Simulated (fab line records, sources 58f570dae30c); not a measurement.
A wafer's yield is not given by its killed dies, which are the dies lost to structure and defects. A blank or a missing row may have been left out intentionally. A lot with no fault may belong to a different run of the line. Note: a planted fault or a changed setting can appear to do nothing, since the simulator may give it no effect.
fab line records	flow berkeley-cmos170
[record] lots = 5	wafers = 23
route steps=331 shown ZERO@13 NWELL@28 ACTIVE@76 PFIELD@86 GATE@130 PLDD@149 CONTACT@217
start-h: hours from the record's first day to the start of the lot's first wafer shown	wait-h: hours since the lot's step before	" the same as in the row above	L1.1+2: several wafers, shown together as one row	- either no value or no given start	* or withheld: withheld	< > ~ a bound
route shown NAME@n: names a module that has steps shown in the file, with the first one's number in the route	usual: mean/standard deviation of fault-free wafers	same: alike in all rows	chamber/n: place in a boat	sites: each site's reading	_std_site: how widely they spread, as a standard deviation	_edge_site: mean of outer sites minus mean of inner sites	radius-mm: for every site, how far away it sits from the centre of the wafer	mask NAME#n: copy n	behind: the tool/chamber that last shaped the wafer	hold: why the lot went on hold/how many hours it stayed there/how the hold came to an end	device: whichever transistor did not switch (one of n, p or np)	end of line: the same wafers' tests at the end of the route	where a step has no rows: the recipe by itself	killed: at the first sort, the dies lost to defects and structure; wafer yield is something else	map: shows each die of a wafer: x if killed, . if not, _ if none is there
set.NAME: the setting that was run; set.NAME@STEP: the one run at that earlier step	model.NAME: the simulator's own value behind a step, which no gauge read
one table per step and one row per wafer, for lots whose settings were changed on purpose
[[steps]]
[step UCB170_ZERO_STRIP_07]
[recipe] chemistry = O2	power-w = 400	pressure-mtorr = 3500	platen-temp-c = withheld	o2-flow-sccm = 400	overash-fraction = 0.5
[usual] strip-time-to-endpoint-s = 21.48/0.073
lot.wafer	tool	chamber	start-h	wait-h	set.o2-flow-sccm	strip-time-to-endpoint-s
L074.1	plasma-asher-04	1	19.85	0.0	360.8	21.79
L074.2	"	0	"	"	360.8	21.72
L074.3	"	1	"	"	400	21.43
L074.5	"	1	"	"	400	21.49
L074.6	"	0	"	"	400	21.45
L077.1	plasma-asher-03	0	33.43	0.0	400	21.56
L077.4	"	1	"	"	400	21.51
L077.6	"	1	"	"	400	21.50
L078.2	plasma-asher-02	0	36.62	0.0	384.8	21.81
L078.3	"	0	"	"	384.8	21.73
L078.4	"	1	"	"	384.8	21.63
L078.5	"	0	"	"	400	21.60
L078.6	"	1	"	"	400	21.67
L079.1	plasma-asher-02	0	46.15	0.0	378.7	21.63
L079.2	"	1	"	"	400	21.41
L079.3	"	1	"	"	400	21.40
L079.4	"	0	"	"	400	21.41
L079.6	"	1	"	"	378.7	21.64
L085.1	plasma-asher-02	1	73.53	0.0	400	21.39
L085.3	"	0	"	"	400	21.40
L085.4	"	1	"	"	400	21.40
L085.5	"	1	"	"	400	21.40
L085.6	"	0	"	"	400	21.43
[step UCB170_NWELL_IMPLANT_14]
[recipe] species = P	dose-cm2 = 1e+13	energy-kev = 150	tilt-deg = 7
lot.wafer	tool	chamber	start-h	wait-h	set.energy-kev	model.implant.rp-nm	model.implant.drp-nm
L074.1+3	implanter-03	0	29.52	0.1	150	186.7	62.72
L074.2+5+6	"	0	"	"	157.9	197	65.18
L077.1+4+6	implanter-02	0	46.40	0.1	150	185.4	62.72
L078.2+3+4+5+6	implanter-04	0	48.46	0.1	150	189.2	62.72
L079.1+3+6	implanter-04	0	58.77	0.1	150	177	62.72
L079.2+4	"	0	"	"	157.8	186.6	65.15
L085.1+4+6	implanter-03	0	84.81	0.1	156.2	196.5	64.66
L085.3+5	"	0	"	"	150	188.4	62.72
[step UCB170_ACTIVE_STRIP_16]
[recipe] chemistry = O2	power-w = 400	pressure-mtorr = 3500	platen-temp-c = withheld	o2-flow-sccm = 400	overash-fraction = 0.5
[usual] oes-product-au = 0.720/0.0042	strip-time-to-endpoint-s = 18.09/0.085
lot.wafer	tool	chamber	start-h	wait-h	set.power-w	oes-product-au	strip-time-to-endpoint-s
L074.1	plasma-asher-01	0	74.76	0.1	400	0.716	18.10
L074.2	"	1	"	"	363.6	0.677	19.37
L074.3	"	0	"	"	400	0.720	18.10
L074.5	"	1	"	"	363.6	0.688	19.36
L074.6	"	0	"	"	400	0.723	18.14
L077.1	plasma-asher-03	0	92.82	0.1	400	0.717	18.24
L077.4	"	1	"	"	400	0.713	18.04
L077.6	"	0	"	"	400	0.720	18.11
L078.2	plasma-asher-01	1	93.09	0.1	375.9	0.699	18.86
L078.3	"	1	"	"	375.9	0.701	19.01
L078.4	"	0	"	"	400	0.722	18.08
L078.5	"	1	"	"	375.9	0.703	18.83
L078.6	"	0	"	"	400	0.724	18.01
L079.1	plasma-asher-03	1	102.54	0.1	367.1	0.697	19.28
L079.2	"	0	"	"	367.1	0.686	19.27
L079.3	"	1	"	"	400	0.716	18.04
L079.4	"	0	"	"	400	0.718	18.19
L079.6	"	0	"	"	400	0.720	18.07
L085.1	plasma-asher-04	0	129.20	0.1	439.9	0.760	16.92
L085.3	"	1	"	"	400	0.715	18.02
L085.4	"	0	"	"	400	0.727	18.04
L085.5	"	0	"	"	439.9	0.761	16.83
L085.6	"	1	"	"	439.9	0.752	16.82
[step UCB170_PFIELD_IMPLANT_07]
[recipe] species = B	dose-cm2 = 2e+13	energy-kev = 80	tilt-deg = 7
lot.wafer	tool	chamber	start-h	wait-h	set.energy-kev	model.implant.drp-nm
L074.1+2	implanter-01	0	76.29	0.0	81.28	75.42
L074.3+5+6	"	0	"	"	80	74.86
L077.1+4+6	implanter-01	0	94.66	0.0	80	74.86
L078.2+5	implanter-02	0	94.88	0.0	80	74.86
L078.3+4+6	"	0	"	"	78.49	74.17
L079.1+2+3+4+6	implanter-03	0	104.90	0.0	80	74.86
L085.1+3+4+5+6	implanter-02	0	131.79	0.0	80	74.86
[step UCB170_GATE_CVD_04]
[recipe] material = poly-Si	temp-c = 610	precursor = SiH4	time-s = 1440	pressure-mtorr = 375	target-thk-nm = 214	sih4-flow-sccm = 120
lot.wafer	tool	chamber	start-h	wait-h	set.temp-c	model.poly-Si_of_GATE_CVD_04.thk-nm
L074.1	-	-	-	0.0	623.5	296.1
L074.2	"	-	"	"	623.5	292.8
L074.3	"	-	"	"	623.5	296.6
L074.5	"	-	"	"	623.5	294.9
L074.6	"	-	"	"	623.5	296.7
L077.1	lpcvd-02	0	140.30	0.0	610	211.1
L077.4	"	0	"	"	610	213.1
L077.6	"	0	"	"	610	210.5
L078.2	-	-	-	0.0	605	191
L078.3	"	-	"	"	605	190
L078.4	"	-	"	"	605	191.1
L078.5	"	-	"	"	605	190.5
L078.6	"	-	"	"	605	190.9
L079.1	-	-	-	0.0	614.9	240.4
L079.2+3	"	-	"	"	614.9	240.6
L079.4	"	-	"	"	614.9	240.9
L079.6	"	-	"	"	614.9	240.8
L085.1	-	-	-	1.0	610	216.2
L085.3	"	-	"	"	610	218.4
L085.4	"	-	"	"	610	215.9
L085.5	"	-	"	"	610	215.5
L085.6	"	-	"	"	610	215.6
[step UCB170_GATE_THK_MEAS_05]
[recipe] reads = poly-Si_of_GATE_CVD_04
[usual] GATE_POLY_THK = 215.4/2.1
lot.wafer	tool	chamber	start-h	wait-h	set.temp-c@GATE_CVD_04	GATE_POLY_THK[nm]
L074.1	film-metro-01	-	-	-	623.5	296.0
L074.2	"	-	"	"	623.5	292.4
L074.3	"	-	"	"	623.5	296.6
L074.5	"	-	"	"	623.5	294.8
L074.6	"	-	"	"	623.5	296.7
L077.1	film-metro-01	-	141.70	0.0	610	211.2
L077.4	"	-	"	"	610	213.1
L077.6	"	-	"	"	610	210.6
L078.2	film-metro-04	-	-	-	605	191.1
L078.3	"	-	"	"	605	189.9
L078.4	"	-	"	"	605	191.1
L078.5	"	-	"	"	605	190.5
L078.6	"	-	"	"	605	191.0
L079.1	film-metro-01	-	-	-	614.9	240.4
L079.2	"	-	"	"	614.9	240.8
L079.3	"	-	"	"	614.9	240.5
L079.4	"	-	"	"	614.9	241.0
L079.6	"	-	"	"	614.9	240.9
L085.1	film-metro-01	-	-	-	610	216.0
L085.3	"	-	"	"	610	218.3
L085.4	"	-	"	"	610	215.9
L085.5	"	-	"	"	610	215.6
L085.6	"	-	"	"	610	215.7
[step UCB170_GATE_COAT_07]
[recipe] resist = KrF	spin-rpm = 1500	resist-thk-nm = 900
lot.wafer	tool	chamber	start-h	wait-h	set.spin-rpm	model.KrF_of_GATE_COAT_07.thk-nm
L074.1	litho-track-02	0	-	-	1500	898.3
L074.2	"	0	"	"	1466	908.6
L074.3	"	0	"	"	1500	895
L074.5	"	0	"	"	1466	906.2
L074.6	"	0	"	"	1466	908.3
L077.1	litho-track-02	0	-	-	1500	900
L077.4	"	0	"	"	1500	902.2
L077.6	"	0	"	"	1500	897.5
L078.2	litho-track-01	0	-	-	1573	879.3
L078.3	"	0	"	"	1573	880.9
L078.4	"	0	"	"	1500	901.1
L078.5	"	0	"	"	1500	901.9
L078.6	"	0	"	"	1573	879.2
L079.1	litho-track-02	0	-	-	1500	894
L079.2	"	0	"	"	1435	914.3
L079.3	"	0	"	"	1500	895.8
L079.4	"	0	"	"	1435	916.1
L079.6	"	0	"	"	1500	895.5
L085.1	litho-track-01	0	-	-	1430	924.1
L085.3	"	0	"	"	1430	924.5
L085.4	"	0	"	"	1500	902.8
L085.5	"	0	"	"	1500	903.1
L085.6	"	0	"	"	1430	922.7
[step UCB170_GATE_ETCH_14]
[recipe] chemistry = N2/H2	target-depth-a = withheld	overetch-a = withheld	target = BARC	time-s = withheld	source-w = 500	bias-w = 100	pressure-mtorr = 30	n2-flow-sccm = 100	h2-flow-sccm = 200
lot.wafer	tool	chamber	start-h	wait-h	set.bias-w
L074.1+5	rie-diel-03	0,1	126.47	0.0	100
L074.2+3+6	"	3,2,0	"	"	92.76
L077.1+4+6	rie-diel-03	3,1,0	143.03	0.0	100
L078.2+4+6	rie-diel-01	1,0,3	143.31	0.0	89.25
L078.3+5	"	2	"	"	100
L079.1+2+3+4+6	rie-diel-02	3,0,1,2,2	155.55	0.0	100
L085.1+3+4+5+6	rie-diel-03	0,3,1,2,3	176.39	0.0	100
[step UCB170_GATE_ETCH_15]
[recipe] chemistry = HBr/Cl2	target = poly-Si	stop-on = SiO2	over-etch-frac = 0.3	icp-w = 300	bias-w = 150	time-s = 56.3	pressure-mtorr = 15	HBr_flow_sccm = 150	Cl2_flow_sccm = 50	target-depth-a = 2782
[usual] oes-product-au = 0.841/0.017
lot.wafer	tool	chamber	start-h	wait-h	set.temp-c@GATE_CVD_04	set.spin-rpm@GATE_COAT_07	oes-product-au	model.etch.depth-nm	model.GATE.feature-depth-nm	model.KrF_of_GATE_COAT_07.thk-nm
L074.1	rie-si-01	2	126.51	-	623.5	1500	0.992	279.8	279.8	772.8
L074.2	"	0	"	"	623.5	1466	1.022	276.9	276.9	784.3
L074.3	"	3	"	"	623.5	1500	1.020	278.3	278.3	771.6
L074.5	"	2	"	"	623.5	1466	0.991	282.2	282.2	779.8
L074.6	"	1	"	"	623.5	1466	1.014	273.7	273.7	786.4
L077.1	rie-si-02	0	143.08	-	610	1500	0.815	211.1	211.1	775.1
L077.4	"	1	"	"	610	1500	0.852	213.1	213.1	780.1
L077.6	"	3	"	"	610	1500	0.834	210.5	210.5	775.5
L078.2	rie-si-01	2	143.35	-	605	1573	0.759	191	191	754.1
L078.3	"	1	"	"	605	1573	0.788	190	190	760.3
L078.4	"	0	"	"	605	1500	0.788	191.1	191.1	779.4
L078.5	"	3	"	"	605	1500	0.781	190.5	190.6	778.9
L078.6	"	2	"	"	605	1573	0.759	190.9	190.9	754
L079.1	rie-si-02	3	155.59	-	614.9	1500	0.912	240.4	240.4	772.2
L079.2	"	2	"	"	614.9	1435	0.884	240.6	240.6	788.1
L079.3	"	1	"	"	614.9	1500	0.927	240.6	240.6	773.4
L079.4	"	0	"	"	614.9	1435	0.886	240.9	240.9	791.6
L079.6	"	0	"	"	614.9	1500	0.897	240.8	240.8	770.7
L085.1	rie-si-01	2	176.43	-	610	1430	0.834	216.2	216.2	798.6
L085.3	"	3	"	"	610	1430	0.858	218.4	218.4	799.6
L085.4	"	0	"	"	610	1500	0.855	215.9	215.9	781.7
L085.5	"	1	"	"	610	1500	0.859	215.5	215.5	781.7
L085.6	"	2	"	"	610	1430	0.824	215.6	215.6	797.5
[step UCB170_PLDD_PEB_04]
[recipe] peb-temp-c = 130	peb-time-s = withheld	resist = KrF
lot.wafer	tool	chamber	start-h	wait-h	set.peb-temp-c
L074.1+6	litho-track-04	0	127.85	0.4	132.5
L074.2+3+5	"	0	"	"	130
L077.1+4+6	litho-track-01	0	144.66	0.1	130
L078.2+3+4+5+6	litho-track-04	0	144.93	0.1	130
L079.1+2+3+4+6	litho-track-04	0	157.22	0.6	130
L085.1+4+5	litho-track-01	0	177.78	0.3	132
L085.3+6	"	0	"	"	130
[step UCB170_PLDD_DEVELOP_05]
[recipe] developer = TMAH	develop-time-s = 45	resist = KrF	dev-temp-c = 21
[step UCB170_PLDD_CD_MEAS_06]
[recipe] target-cd-nm = 1200
[usual] cd-nm = 1200.3/1.3
lot.wafer	tool	chamber	start-h	wait-h	set.peb-temp-c@PLDD_PEB_04	cd-nm
L074.1	cd-sem-01	-	128.13	-	132.5	1216.5
L074.2	"	-	"	"	130	1200.2
L074.3	"	-	"	"	130	1201.2
L074.5	"	-	"	"	130	1199.6
L074.6	"	-	"	"	132.5	1216.1
L077.1	cd-sem-01	-	144.94	-	130	1200.9
L077.4	"	-	"	"	130	1200.4
L077.6	"	-	"	"	130	1201.9
L078.2	cd-sem-02	-	145.20	-	130	1199.0
L078.3	"	-	"	"	130	1200.0
L078.4	"	-	"	"	130	1199.5
L078.5	"	-	"	"	130	1200.2
L078.6	"	-	"	"	130	1199.7
L079.1	cd-sem-01	-	157.49	-	130	1202.0
L079.2	"	-	"	"	130	1203.2
L079.3	"	-	"	"	130	1202.5
L079.4	"	-	"	"	130	1201.4
L079.6	"	-	"	"	130	1201.9
L085.1	cd-sem-02	-	178.05	-	132	1212.9
L085.3	"	-	"	"	130	1200.9
L085.4	"	-	"	"	132	1213.8
L085.5	"	-	"	"	132	1213.0
L085.6	"	-	"	"	130	1201.1
[step UCB170_CONTACT_CVD_01]
[recipe] material = PSG	target-thk-nm = 700	temp-c = 450	precursor = SiH4/O2/PH3	time-s = 2820	pressure-mtorr = 300	sih4-flow-sccm = 60	o2-flow-sccm = 90	ph3-flow-sccm = 25
lot.wafer	tool	chamber	start-h	wait-h	set.time-s	model.PSG_of_CONTACT_CVD_01.thk-nm
L074.1	-	-	-	0.0	3143	788.5
L074.2	"	-	"	"	3143	790.8
L074.3	"	-	"	"	3143	785.8
L074.5	"	-	"	"	3143	792.5
L074.6	"	-	"	"	3143	789.8
L077.1	lpcvd-01	1	162.65	0.0	2820	703.3
L077.4	"	1	"	"	2820	692.8
L077.6	"	1	"	"	2820	703.8
L078.2	-	-	-	0.0	3140	790.4
L078.3	"	-	"	"	3140	789.8
L078.4	"	-	"	"	3140	782.6
L078.5	"	-	"	"	3140	788.1
L078.6	"	-	"	"	3140	788.3
L079.1	-	-	-	1.9	3210	792.1
L079.2	"	-	"	"	3210	799
L079.3	"	-	"	"	3210	796
L079.4	"	-	"	"	3210	796.1
L079.6	"	-	"	"	3210	795.5
L085.1	-	-	-	0.0	3098	769.3
L085.3	"	-	"	"	3098	770
L085.4	"	-	"	"	3098	768.4
L085.5	"	-	"	"	3098	763.9
L085.6	"	-	"	"	3098	774
[step UCB170_CONTACT_THK_MEAS_02]
[recipe] reads = PSG_of_CONTACT_CVD_01
[usual] CONTACT_PSG_THK = 701/7.8
lot.wafer	tool	chamber	start-h	wait-h	set.time-s@CONTACT_CVD_01	CONTACT_PSG_THK[nm]
L074.1	film-metro-01	-	-	-	3143	788
L074.2	"	-	"	"	3143	791
L074.3	"	-	"	"	3143	786
L074.5	"	-	"	"	3143	793
L074.6	"	-	"	"	3143	790
L077.1	film-metro-01	-	164.43	0.0	2820	703
L077.4	"	-	"	"	2820	693
L077.6	"	-	"	"	2820	704
L078.2	film-metro-01	-	-	-	3140	791
L078.3	"	-	"	"	3140	790
L078.4	"	-	"	"	3140	783
L078.5	"	-	"	"	3140	788
L078.6	"	-	"	"	3140	788
L079.1	film-metro-04	-	-	-	3210	793
L079.2	"	-	"	"	3210	799
L079.3	"	-	"	"	3210	795
L079.4	"	-	"	"	3210	796
L079.6	"	-	"	"	3210	795
L085.1	film-metro-03	-	-	-	3098	770
L085.3	"	-	"	"	3098	770
L085.4	"	-	"	"	3098	769
L085.5	"	-	"	"	3098	764
L085.6	"	-	"	"	3098	774
[step UCB170_CONTACT_ETCH_17]
[recipe] chemistry = N2/H2	target-depth-a = withheld	overetch-a = withheld	target = BARC	time-s = withheld	source-w = 500	bias-w = 100	pressure-mtorr = 30	n2-flow-sccm = 100	h2-flow-sccm = 200
lot.wafer	tool	chamber	start-h	wait-h	set.source-w
L074.1+5	rie-diel-02	0,3	147.32	0.0	553.1
L074.2+3+6	"	1,3,0	"	"	500
L077.1+4+6	rie-diel-04	3,1,0	166.54	0.0	500
L078.2+3	rie-diel-03	2,1	167.25	0.0	500
L078.4+5+6	"	3,2,1	"	"	544
L079.1+2+6	rie-diel-04	1,3,0	177.12	0.0	452.9
L079.3+4	"	2,0	"	"	500
L085.1+3+6	rie-diel-03	0,1,2	197.96	0.0	554.7
L085.4+5	"	3,1	"	"	500
[step UCB170_CONTACT_ETCH_18]
[recipe] chemistry = CHF3/CF4/Ar	target = PSG	stop-on = TiSi2	CHF3_flow_sccm = 45	cf4-flow-sccm = 15	Ar_flow_sccm = 150	pressure-mtorr = 200	rf-w = 700	target-depth-a = 8400	over-etch-frac = 0.2	time-s = 195
lot.wafer	tool	chamber	start-h	wait-h	set.time-s@CONTACT_CVD_01	model.etch.depth-nm	model.CONTACT.feature-depth-nm
L074.1	rie-diel-02	0	-	-	3143	788.5	788.5
L074.2	"	1	"	"	3143	790.8	790.8
L074.3	"	3	"	"	3143	785.8	785.8
L074.5	"	3	"	"	3143	792.5	792.5
L074.6	"	0	"	"	3143	789.8	789.8
L077.1	rie-diel-04	3	-	-	2820	703.3	703.3
L077.4	"	1	"	"	2820	692.8	692.8
L077.6	"	0	"	"	2820	703.8	703.8
L078.2	rie-diel-03	2	-	-	3140	790.4	790.4
L078.3	"	1	"	"	3140	789.8	789.8
L078.4	"	3	"	"	3140	782.6	782.6
L078.5	"	2	"	"	3140	788.1	788.1
L078.6	"	1	"	"	3140	788.3	788.3
L079.1	rie-diel-04	1	-	-	3210	792.1	792.1
L079.2	"	3	"	"	3210	799	799
L079.3	"	2	"	"	3210	796	796
L079.4	"	0	"	"	3210	796.1	796.1
L079.6	"	0	"	"	3210	795.5	795.5
L085.1	rie-diel-03	0	-	-	3098	769.3	769.3
L085.3	"	1	"	"	3098	770	770
L085.4	"	3	"	"	3098	768.4	768.4
L085.5	"	1	"	"	3098	763.9	763.9
L085.6	"	2	"	"	3098	774	774
[[key]]
[split] step = UCB170_ZERO_STRIP_07	setting = o2-flow-sccm	stated = 400	by = wafer
[response] step = UCB170_ZERO_STRIP_07	reading = strip-time-to-endpoint-s	change = *	per = 1%	r = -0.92
[split] step = UCB170_NWELL_IMPLANT_14	setting = energy-kev	stated = 150	by = wafer
[response] step = UCB170_NWELL_IMPLANT_14	reading = model.implant.rp-nm	change = +1.91	per = 1%	r = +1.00
[response] step = UCB170_NWELL_IMPLANT_14	reading = model.implant.drp-nm	change = +0.467	per = 1%	r = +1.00
[split] step = UCB170_ACTIVE_STRIP_16	setting = power-w	stated = 400	by = wafer
[response] step = UCB170_ACTIVE_STRIP_16	reading = oes-product-au	change = +0.00369	per = 1%	r = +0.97
[response] step = UCB170_ACTIVE_STRIP_16	reading = strip-time-to-endpoint-s	change = *	per = 1%	r = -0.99
[split] step = UCB170_PFIELD_IMPLANT_07	setting = energy-kev	stated = 80	by = wafer
[response] step = UCB170_PFIELD_IMPLANT_07	reading = model.implant.drp-nm	change = +0.359	per = 1%	r = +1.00
[split] step = UCB170_GATE_CVD_04	setting = temp-c	stated = 610	by = lot
[response] step = UCB170_GATE_CVD_04	reading = model.poly-Si_of_GATE_CVD_04.thk-nm	change = +34.8	per = 1%	r = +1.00
[response] step = UCB170_GATE_THK_MEAS_05	reading = GATE_POLY_THK	change = +34.8	per = 1%	r = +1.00
[response] step = UCB170_GATE_ETCH_15	reading = oes-product-au	change = +0.0764	per = 1%	r = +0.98
[response] step = UCB170_GATE_ETCH_15	reading = model.etch.depth-nm	change = +29	per = 1%	r = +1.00
[response] step = UCB170_GATE_ETCH_15	reading = model.GATE.feature-depth-nm	change = +29	per = 1%	r = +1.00
[split] step = UCB170_GATE_COAT_07	setting = spin-rpm	stated = 1500	by = wafer
[response] step = UCB170_GATE_COAT_07	reading = model.KrF_of_GATE_COAT_07.thk-nm	change = -4.54	per = 1%	r = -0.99
[response] step = UCB170_GATE_ETCH_15	reading = model.KrF_of_GATE_COAT_07.thk-nm	change = -4.23	per = 1%	r = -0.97
[split] step = UCB170_GATE_ETCH_14	setting = bias-w	stated = 100	by = wafer
response none clear
[split] step = UCB170_PLDD_PEB_04	setting = peb-temp-c	stated = 130	by = wafer
[response] step = UCB170_PLDD_CD_MEAS_06	reading = cd-nm	change = +8.17	per = 1%	r = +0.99
[split] step = UCB170_CONTACT_CVD_01	setting = time-s	stated = 2820	by = lot
[response] step = UCB170_CONTACT_CVD_01	reading = model.PSG_of_CONTACT_CVD_01.thk-nm	change = +7.24	per = 1%	r = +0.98
[response] step = UCB170_CONTACT_THK_MEAS_02	reading = CONTACT_PSG_THK	change = +7.25	per = 1%	r = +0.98
[response] step = UCB170_CONTACT_ETCH_18	reading = model.etch.depth-nm	change = +7.24	per = 1%	r = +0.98
[response] step = UCB170_CONTACT_ETCH_18	reading = model.CONTACT.feature-depth-nm	change = +7.24	per = 1%	r = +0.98
[split] step = UCB170_CONTACT_ETCH_17	setting = source-w	stated = 500	by = wafer
response none clear
